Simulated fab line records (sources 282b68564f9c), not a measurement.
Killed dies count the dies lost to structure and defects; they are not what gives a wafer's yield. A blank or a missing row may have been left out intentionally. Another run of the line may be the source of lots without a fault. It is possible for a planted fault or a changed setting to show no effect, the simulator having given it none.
fab line records    flow rit-cmos
[record] lots = 6  wafers = 18  last-day = 7
route steps=202 shown NRETRO@53 PRETRO@64 M1@202
lots that met no fault: taken from a fault-free run of the same line
start-h: start of the lot's first displayed wafer, in hours after the record's first day    wait-h: hours since the lot's step before    " as in the row above    L1.1+2: a row that stands for several wafers    - no value, or no start was given    * or withheld: withheld    < > ~ a bound
route shown NAME@n: NAME is a module with steps in the file, n the number in the route of the first one    usual: mean and standard deviation over wafers with no fault    same: alike in all rows    chamber/n: place in a boat    sites: the reading at each site    _std_site: how widely they spread, as a standard deviation    _edge_site: inner sites' mean taken away from outer sites' mean    radius-mm: for every site, how far away it sits from the centre of the wafer    mask NAME#n: copy n    behind: the last tool/chamber to shape the wafer    hold: cause of the lot's hold/its duration in hours/its outcome    device: which transistor (n, p or np) failed to switch    end of line: the tests these same wafers got at the end of their route    where a step has no rows: the recipe by itself    killed: count of dies lost to structure and defects at first sort (not the wafer's yield)    map: a wafer's dies, marking killed ones x, the rest . and places with no die _
set.NAME: the setting that was run; set.NAME@STEP: the one run at that earlier step    model.NAME: the simulator's own value behind a step, which no gauge read
lots at selected steps of the route; one table per step, one row per wafer
services: when a tool's chamber went out of use (start-h, in hours from the record's first day, below 0 if earlier), for how many hours, and the reason
[[steps]]
[step RIT_NRETRO_HMDS_00]
[recipe] prime-time-s = 60  prime-temp-c = 140
[step RIT_NRETRO_COAT_01]
[recipe] resist = NOVOLAK  spin-rpm = 2000  resist-thk-nm = 1300
[step RIT_NRETRO_SOFTBAKE_02]
[recipe] resist = NOVOLAK  temp-c = 89.46  time-s = 60
[step RIT_NRETRO_EXPOSE_03]
[recipe] mask-id = M4  na = 0.57  target-cd-nm = 43900  dose-mj = 250
[step RIT_NRETRO_PEB_04]
[recipe] resist = NOVOLAK  temp-c = withheld  time-s = withheld
[step RIT_NRETRO_DEVELOP_05]
[recipe] resist = NOVOLAK  develop-time-s = 68  dev-temp-c = 23
[step RIT_NRETRO_OVL_MEAS_06]
[usual] NRETRO_OVL = -0.5/1.3
lot.wafer  tool        chamber  start-h  wait-h  NRETRO_OVL[nm]
L281.3     overlay-02  -        87.40    -       -0.6
L281.4     "           -        "        "       0.6
L281.6     "           -        "        "       0.7
L282.1     overlay-02  -        100.00   -       -1.3
L282.2     "           -        "        "       -1.8
L282.3     "           -        "        "       1.6
L286.1     overlay-01  -        115.46   -       -2.4
L286.2     "           -        "        "       -1.0
L286.5     "           -        "        "       -0.8
L287.3     overlay-01  -        120.21   -       -0.5
L287.5     "           -        "        "       -0.8
L287.6     "           -        "        "       0.5
L291.2     overlay-01  -        136.13   -       0.0
L291.4     "           -        "        "       1.5
L291.5     "           -        "        "       1.6
L293.1     overlay-02  -        147.26   -       0.1
L293.2     "           -        "        "       -1.8
L293.3     "           -        "        "       0.0
[step RIT_NRETRO_HARDBAKE_07]
[recipe] resist = NOVOLAK  temp-c = 140  time-s = 120
[step RIT_NRETRO_IMPLANT_08]
[recipe] species = P  energy-kev = 69.03  dose-cm2 = 1e+13  tilt-deg = 7
[step RIT_NRETRO_STRIP_09]
[recipe] chemistry = O2  time-s = 180  resist = NOVOLAK  platen-temp-c = withheld  power-w = 500  pressure-mtorr = 4000  o2-flow-sccm = 4000
[usual] drypump-motor-current-A = 5.9/0.31
lot.wafer  tool             chamber  start-h  wait-h  drypump-motor-current-A  rf-hours-counter-h
L281.3     plasma-asher-03  1        87.89    0.1     6.1                      -
L281.4     "                0        "        "       6.2                      -
L281.6     "                1        "        "       6.1                      -
L282.1     plasma-asher-03  0        100.43   0.1     6.2                      43
L282.2     "                1        "        "       6.1                      43
L282.3     "                0        "        "       6.1                      -
L286.1     plasma-asher-03  0        115.90   0.1     6.2                      45
L286.2     "                1        "        "       6.1                      45
L286.5     "                1        "        "       6.1                      -
L287.3     plasma-asher-03  0        120.69   0.1     6.1                      -
L287.5     "                1        "        "       6.1                      -
L287.6     "                0        "        "       6.2                      -
L291.2     plasma-asher-02  1        136.56   0.1     5.7                      35
L291.4     "                1        "        "       5.6                      -
L291.5     "                1        "        "       5.6                      -
L293.1     plasma-asher-03  1        147.69   0.1     6.1                      49
L293.2     "                0        "        "       6.2                      49
L293.3     "                1        "        "       6.1                      -
[step RIT_NRETRO_TW_MEAS_10]
[usual] NRETRO_TW = 1057/12
lot.wafer  tool           chamber  start-h  wait-h  NRETRO_TW
L281.3     film-metro-01  -        88.02    0.1     1071
L281.4     "              -        "        "       1071
L281.6     "              -        "        "       1075
L282.1     film-metro-01  -        100.61   0.1     1073
L282.2     "              -        "        "       1071
L282.3     "              -        "        "       1060
L286.1     film-metro-01  -        116.07   0.1     1076
L286.2     "              -        "        "       1069
L286.5     "              -        "        "       1070
L287.3     film-metro-03  -        120.83   0.1     1054
L287.5     "              -        "        "       1047
L287.6     "              -        "        "       1051
L291.2     film-metro-04  -        136.75   0.1     1045
L291.4     "              -        "        "       1049
L291.5     "              -        "        "       1045
L293.1     film-metro-04  -        147.87   0.1     1044
L293.2     "              -        "        "       1044
L293.3     "              -        "        "       1050
[step RIT_PRETRO_HMDS_00]
[recipe] prime-time-s = 60  prime-temp-c = 140
[step RIT_PRETRO_COAT_01]
[recipe] resist = NOVOLAK  spin-rpm = 2000  resist-thk-nm = 1300
[usual] spin-speed-rpm = 1999.9/1.2
lot.wafer  tool            chamber  start-h  wait-h  spin-speed-rpm  model.NOVOLAK_of_PRETRO_COAT_01.thk-nm
L281.3     litho-track-01  0        88.26    0.1     1831.0          1361
L281.4     "               0        "        "       1830.5          1364
L281.6     "               0        "        "       1829.9          1361
L282.1     litho-track-01  0        100.85   0.1     1828.9          1357
L282.2     "               0        "        "       1830.5          1360
L282.3     "               0        "        "       1830.6          1358
L286.1     litho-track-04  0        116.28   0.1     1999.5          1294
L286.2     "               0        "        "       1998.4          1295
L286.5     "               0        "        "       2000.1          1291
L287.3     litho-track-02  0        121.07   0.1     2001.0          1303
L287.5     "               0        "        "       2000.9          1306
L287.6     "               0        "        "       2000.7          1303
L291.2     litho-track-04  0        137.02   0.1     1999.8          1298
L291.4     "               0        "        "       1999.4          1293
L291.5     "               0        "        "       2000.1          1295
L293.1     litho-track-04  0        148.08   0.1     1999.2          1292
L293.2     "               0        "        "       1999.9          1292
L293.3     "               0        "        "       2001.7          1295
[step RIT_PRETRO_SOFTBAKE_02]
[recipe] resist = NOVOLAK  temp-c = 90  time-s = 60
[step RIT_PRETRO_EXPOSE_03]
[recipe] mask-id = M5  na = 0.57  target-cd-nm = 43700  dose-mj = 250
[step RIT_PRETRO_PEB_04]
[recipe] resist = NOVOLAK  temp-c = withheld  time-s = withheld
[step RIT_PRETRO_DEVELOP_05]
[recipe] resist = NOVOLAK  develop-time-s = 68  dev-temp-c = 23
[step RIT_PRETRO_OVL_MEAS_06]
[usual] PRETRO_OVL = -0.5/1.5
lot.wafer  tool        chamber  start-h  wait-h  PRETRO_OVL[nm]
L281.3     overlay-01  -        89.08    -       0.8
L281.4     "           -        "        "       -0.1
L281.6     "           -        "        "       0.6
L282.1     overlay-02  -        101.70   -       -2.3
L282.2     "           -        "        "       -3.3
L282.3     "           -        "        "       -3.3
L286.1     overlay-01  -        117.01   -       2.7
L286.2     "           -        "        "       0.3
L286.5     "           -        "        "       1.9
L287.3     overlay-01  -        121.76   -       1.8
L287.5     "           -        "        "       -0.3
L287.6     "           -        "        "       0.3
L291.2     overlay-01  -        137.78   -       0.6
L291.4     "           -        "        "       -0.5
L291.5     "           -        "        "       -0.4
L293.1     overlay-02  -        148.81   -       0.1
L293.2     "           -        "        "       -2.7
L293.3     "           -        "        "       -1.9
[step RIT_PRETRO_HARDBAKE_07]
[recipe] resist = NOVOLAK  temp-c = 140  time-s = 120
lot.wafer  tool            chamber  start-h  wait-h  model.NOVOLAK_of_PRETRO_COAT_01.thk-nm
L281.3+6   litho-track-04  0        89.19    0.1     1190
L281.4     "               0        "        "       1192
L282.1     litho-track-02  0        101.74   0.0     1186
L282.2     "               0        "        "       1188
L282.3     "               0        "        "       1187
L286.1     litho-track-01  0        117.05   0.0     1132
L286.2     "               0        "        "       1133
L286.5     "               0        "        "       1129
L287.3     litho-track-04  0        121.87   0.1     1139
L287.5     "               0        "        "       1142
L287.6     "               0        "        "       1140
L291.2     litho-track-04  0        137.86   0.1     1135
L291.4     "               0        "        "       1131
L291.5     "               0        "        "       1133
L293.1+2   litho-track-04  0        148.85   0.0     1130
L293.3     "               0        "        "       1133
[step RIT_PRETRO_IMPLANT_08]
[recipe] species = B  energy-kev = 45  dose-cm2 = 1.2e+13  tilt-deg = 7
[step RIT_M1_PROBE_99]
[usual] killed-at-contacts = 0.0/0.18  killed-at-front-end = 7/3.4  killed-dies = 7/3.4  killed-open = 3.7/2.2  killed-short = 3.6/2.2
[same] gross-dies = 264  killed_at_M0_to_M3 = 0  killed_at_M4_up = 0  killed-at-back-side = 0  killed-at-other = 0
lot.wafer  tool       chamber  start-h  wait-h  killed-at-contacts  killed-at-front-end  killed-dies  killed-open  killed-short
L293.1     prober-01  -        174.02   0.1     0                   12                   12           3            9
L293.2     prober-01  -        174.07   0.1     0                   14                   14           8            6
L293.3     prober-01  -        174.12   0.2     0                   7                    7            6            1
// killed by level:class
L293.1 GATE:geometric-particle:short=4 GATE:geometric-particle:open=2 SPACER:geometric-particle:short=2 FOX2:geometric-particle:short=1 REOX:geometric-particle:short=1 SPACER:geometric-particle:open=1 SILICIDE:geometric-particle:short=1
L293.2 GATE:geometric-particle:open=4 GATE:geometric-particle:short=4 SPACER:geometric-particle:open=2 FOX1:geometric-particle:short=1 FOX2:geometric-particle:open=1 SPACER:geometric-particle:short=1 SILICIDE:geometric-particle:open=1
L293.3 GATE:geometric-particle:open=4 REOX:geometric-particle:open=2 GATE:geometric-particle:short=1
[[services]]
tool             chamber  start-h  hours  kind
plasma-asher-02  -        104.47   14.6   pm
[[key]]
[first-sign] step = RIT_PRETRO_COAT_01  reading = spin-speed-rpm  direction = down  sigmas = 99+  usual = 1999.9  struck = 1830.2
effect none on later readings
[model-effect] step = RIT_PRETRO_COAT_01  value = NOVOLAK_of_PRETRO_COAT_01.thk-nm  without = 1301  struck = 1360
[model-effect] step = RIT_PRETRO_HARDBAKE_07  value = NOVOLAK_of_PRETRO_COAT_01.thk-nm  without = 1138  struck = 1189
met-at RIT_PRETRO_COAT_01
struck-wafers L281.3,L281.4,L281.6,L282.1,L282.2,L282.3
tester-left-out L281,L282
[fault] kind = process-parameter-drift  tool = litho-track-01  chamber = -  onset-h = 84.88  steps = RIT_PRETRO_COAT_01  channel = spin-rpm  offset = -170.01  shape = step  end-h = 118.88  acts-in = these-recipes-only  stated = 2000
// tester-left-out: of these lots the tester's yield and bins aren't shown, on N5 and GAA mostly nor the transistor test; their killed dies are dies lost to structure and defects alone, not to doping, threshold or leakage, so they don't give the yield
